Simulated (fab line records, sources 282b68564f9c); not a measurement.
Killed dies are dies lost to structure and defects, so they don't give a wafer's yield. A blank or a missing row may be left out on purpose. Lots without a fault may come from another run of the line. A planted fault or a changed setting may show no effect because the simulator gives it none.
fab line records | flow rit_cmos
record lots=12 wafers=36 last_day=7
route steps=202 shown SILICIDE@162
lots that met no fault: from a run of the same line without faults
start_h: hours from the record's first day to the start of the lot's first wafer shown | wait_h: hours since the lot's step before | " the same as in the row above | L1.1+2: a row that stands for several wafers | - no value, or no start given | * or withheld: withheld | < > ~ a bound
route shown NAME@n: a module of which the file shows steps, and the number in the route of the first | usual: mean/standard deviation of fault-free wafers | same: alike in all rows | chamber/n: place in a boat | sites: the reading at each site | _std_site: their standard deviation | _edge_site: outer sites' mean less inner sites' | radius_mm: how far each site lies from the wafer's centre | mask NAME#n: copy n | behind: the tool/chamber that last shaped the wafer | hold: why the lot was held/for how many hours/how that ended | device: the transistor (n, p or np) that didn't switch | end of line: the same wafers' tests at the end of the route | a step without rows: its recipe alone | killed: dies lost to structure and defects at the first sort, not the wafer's yield | map: a wafer's dies, x killed, . not, _ none there
set.NAME: the setting as run; set.NAME@STEP: as run at that earlier step | model.NAME: the simulator's own value behind a step, which no gauge read
steps of the route over a sample of lots; a table a step, a row a wafer
services: from which hour (start_h, from the record's first day; less than 0 if before it) a tool's chamber was out of use, for how many hours, and why
## steps
# step RIT_SILICIDE_SPUTTER_01
# recipe material=Ti target_thk_nm=30 power_w=350 chamber_pressure_pa=0.667 gas=Ar time_s=240 substrate_temp_c=25
# usual throttle_valve_pct=29.7/0.82
# columns lot.wafer tool chamber start_h wait_h throttle_valve_pct
L235.1 pvd_sputter-01 - 61.28 0.0 30.0
L235.4 " - " " 27.9
L235.5 " - " " 30.0
L236.1 pvd_sputter-03 - 65.59 0.0 30.0
L236.2 " - " " 29.6
L236.4 " - " " 29.3
L237.1 pvd_sputter-01 - 70.70 0.0 29.8
L237.2 " - " " 27.9
L237.3 " - " " 30.9
L238.2 pvd_sputter-03 - 76.77 0.0 28.9
L238.3 " - " " 29.5
L238.5 " - " " 29.0
L239.1 pvd_sputter-01 - 83.47 0.0 28.1
L239.3 " - " " 29.6
L239.6 " - " " 27.6
L240.4 pvd_sputter-03 - 85.82 0.0 28.8
L240.5 " - " " 28.9
L240.6 " - " " 29.8
L243.3 pvd_sputter-02 - 98.17 0.0 31.1
L243.5 " - " " 30.7
L243.6 " - " " 30.0
L244.1 pvd_sputter-03 - 102.68 0.0 29.1
L244.2 " - " " 29.9
L244.4 " - " " 29.7
L251.1 pvd_sputter-02 - 136.51 0.0 30.9
L251.3 " - " " 30.2
L251.5 " - " " 30.4
L253.1 pvd_sputter-02 - 146.16 0.0 28.8
L253.2 " - " " 30.5
L253.5 " - " " 30.7
L255.3 pvd_sputter-02 - 154.45 0.0 29.1
L255.4 " - " " 30.3
L255.6 " - " " 31.0
L257.3 pvd_sputter-02 - 168.28 0.0 30.2
L257.4 " - " " 30.7
L257.6 " - " " 30.6
# step RIT_SILICIDE_RS_MEAS_02
# recipe thk_meas_gauge=four-point-probe reads=Ti_of_SILICIDE_SPUTTER_01
# usual SILICIDE_TI_RS=47.8/0.6
# columns lot.wafer tool chamber start_h wait_h SILICIDE_TI_RS[ohm/sq]
L235.1 film_metro-04 - 61.43 0.1 47.5
L235.4 " - " " 47.8
L235.5 " - " " 47.7
L236.1 film_metro-04 - 65.74 0.1 47.8
L236.2 " - " " 48.0
L236.4 " - " " 48.0
L237.1 film_metro-04 - 70.85 0.1 47.8
L237.2 " - " " 48.3
L237.3 " - " " 47.9
L238.2 film_metro-01 - 76.94 0.1 47.8
L238.3 " - " " 48.0
L238.5 " - " " 48.3
L239.1 film_metro-01 - 83.62 0.1 48.0
L239.3 " - " " 48.0
L239.6 " - " " 48.5
L240.4 film_metro-04 - 86.03 0.1 48.9
L240.5 " - " " 48.7
L240.6 " - " " 49.3
L243.3 film_metro-02 - 98.38 0.1 47.8
L243.5 " - " " 47.4
L243.6 " - " " 47.7
L244.1 film_metro-01 - 102.83 0.1 47.1
L244.2 " - " " 66.0
L244.4 " - " " 47.1
L251.1 film_metro-02 - 136.66 0.1 48.3
L251.3 " - " " 48.2
L251.5 " - " " 48.9
L253.1 film_metro-02 - 146.31 0.1 47.7
L253.2 " - " " 48.0
L253.5 " - " " 47.5
L255.3 film_metro-01 - 154.64 0.1 48.7
L255.4 " - " " 48.4
L255.6 " - " " 48.7
L257.3 film_metro-01 - 168.47 0.1 47.9
L257.4 " - " " 47.7
L257.6 " - " " 47.9
# step RIT_SILICIDE_THK_MEAS_03
# recipe thk_meas_gauge=xrf reads=Ti_of_SILICIDE_SPUTTER_01
# usual SILICIDE_TI_THK=30.6/0.38
# columns lot.wafer tool chamber start_h wait_h SILICIDE_TI_THK[nm]
L235.1 film_metro-04 - 61.55 0.1 30.5
L235.4 " - " " 30.4
L235.5 " - " " 30.3
L236.1 film_metro-04 - 65.86 0.1 30.4
L236.2 " - " " 30.3
L236.4 " - " " 30.3
L237.1 film_metro-04 - 70.97 0.1 30.5
L237.2 " - " " 30.1
L237.3 " - " " 30.3
L238.2 film_metro-01 - 77.05 0.1 30.8
L238.3 " - " " 30.9
L238.5 " - " " 30.8
L239.1 film_metro-01 - 83.74 0.1 30.7
L239.3 " - " " 30.9
L239.6 " - " " 30.6
L240.4 film_metro-04 - 86.12 0.1 29.7
L240.5 " - " " 29.9
L240.6 " - " " 29.5
L243.3 film_metro-02 - 98.48 0.1 30.8
L243.5 " - " " 31.0
L243.6 " - " " 30.8
L244.1 film_metro-01 - 102.95 0.1 31.1
L244.2 " - " " 23.9
L244.4 " - " " 31.3
L251.1 film_metro-02 - 136.78 0.1 30.5
L251.3 " - " " 30.5
L251.5 " - " " 30.4
L253.1 film_metro-02 - 146.43 0.1 30.8
L253.2 " - " " 30.5
L253.5 " - " " 30.6
L255.3 film_metro-01 - 154.74 0.1 30.6
L255.4 " - " " 30.7
L255.6 " - " " 30.6
L257.3 film_metro-01 - 168.57 0.1 30.8
L257.4 " - " " 31.0
L257.6 " - " " 30.8
## services
# columns tool chamber start_h hours kind
pvd_sputter-03 - 115.48 9.1 repair
## key
first_sign step=RIT_SILICIDE_RS_MEAS_02 reading=SILICIDE_TI_RS direction=up sigmas=30 usual=47.8 struck=66.0
effect step=RIT_SILICIDE_THK_MEAS_03 reading=SILICIDE_TI_THK direction=down sigmas=18 usual=30.6 struck=23.9
met_at RIT_SILICIDE_SPUTTER_01
struck_lots L244
struck_wafers L244.2
tester_left_out L244
onset_between 85.82 102.68
fault kind=process_parameter_drift tool=pvd_sputter-03 chamber=- onset_h=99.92 steps=RIT_SILICIDE_SPUTTER_01 channel=target_thk_nm offset=-7.1932 shape=step end_h=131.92 stated=30 scope=struck_wafers_only
# tester_left_out: of these lots the tester's yield and bins aren't shown, on N5 and GAA mostly nor the transistor test; their killed dies are dies lost to structure and defects alone, not to doping, threshold or leakage, so they don't give the yield
